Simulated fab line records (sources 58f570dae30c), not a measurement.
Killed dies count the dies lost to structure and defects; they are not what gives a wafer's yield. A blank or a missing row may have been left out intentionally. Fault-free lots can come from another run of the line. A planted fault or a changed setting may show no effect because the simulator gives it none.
Code-filled problem report in 8D (eight disciplines) form || flow berkeley-cmos170 || the parts of the form that need people (team, actions taken, sign-off) are left out

## 1. THE ISSUE
Wafers without a fault read 89.17 s, standard deviation 0.21; run-length-s at UCB170_BACKSIDE_SOFTBAKE_02 reads a mean of 126.28 s on 6 wafers belonging to 2 lots. That is +99 or more standard deviations from the usual mean.
The step: time 60 s.
Seen first at day 9 16:14 on litho-track-02, wafer L517.3. The record holds 42 wafers of 14 lots with a number at this step. By rule, "out" or "out of limits" means more than 4 standard deviations away from the usual mean. Any other wafer with a number is counted as sound.

## 2. WHAT THIS IS AND IS NOT
{"question": "which readings at this step", "is": "run-length-s", "is not": "plate-temp-C"}
{"question": "which lots", "is": "L517, L520", "is not": "L503, L504, L505, L507, L509, L510, L511, L512, L519, L523, L524, L526"}
{"question": "which wafers of those lots", "is": "all that have a number", "is not": "-"}
{"question": "read on which tools", "is": "litho-track-02", "is not": "litho-track-03, litho-track-04"}
{"question": "when", "is": "from day 9 16:14", "is not": "up to then (24 sound wafers); but 12 sound wafers of L519, L523, L524, L526 came after"}

## 3. THE SUSPECTS, EACH WITH WHAT RULES IT OUT
Counting: any tool at a process step up to the reading is kept as a suspect provided that every lot that is out went through it and no sound lot did after the first of them.
- litho-track-02 at UCB170_BACKSIDE_SOFTBAKE_02 (time 60 s): kept. It ran every lot that is out, first L517 (day 9 16:14), and no sound lot after that; its last sound lot up to then is L512 (day 8 11:24). Its own run-length-s readings are out on those wafers.
Remaining after the count: litho-track-02 at UCB170_BACKSIDE_SOFTBAKE_02.

## 4. THE CAUSE (what the simulator had put in)
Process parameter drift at UCB170_BACKSIDE_SOFTBAKE_02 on litho-track-02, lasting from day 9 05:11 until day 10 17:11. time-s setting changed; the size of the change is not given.
This tool alone remained once counting was done.

## 5. THE CHAIN OF EFFECTS, in route order
One row per reading whose mean, taken over the struck wafers that have a number, lies over 3 standard deviations from the usual. Readings are gone through only where the record gives a usual standard deviation; hours: the median, over the lots, of the time from a lot's start at the first step in this table giving one to that lot's start at this step; sigmas: the change measured in usual standard deviations.
{"hours": 0, "step": "UCB170_BACKSIDE_SOFTBAKE_02", "reading": "run-length-s", "usual": "89.17 s", "on struck wafers": 126.28, "change": "+37.11", "sigmas": "+99 or more"}
Process steps it contains:
- UCB170_BACKSIDE_SOFTBAKE_02: time 60 s.

## 6. HOW IT WOULD HAVE BEEN CAUGHT EARLIER
11 hours passed between the start of the fault at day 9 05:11 and the first reading out of limits in this record, taken at day 9 16:14.
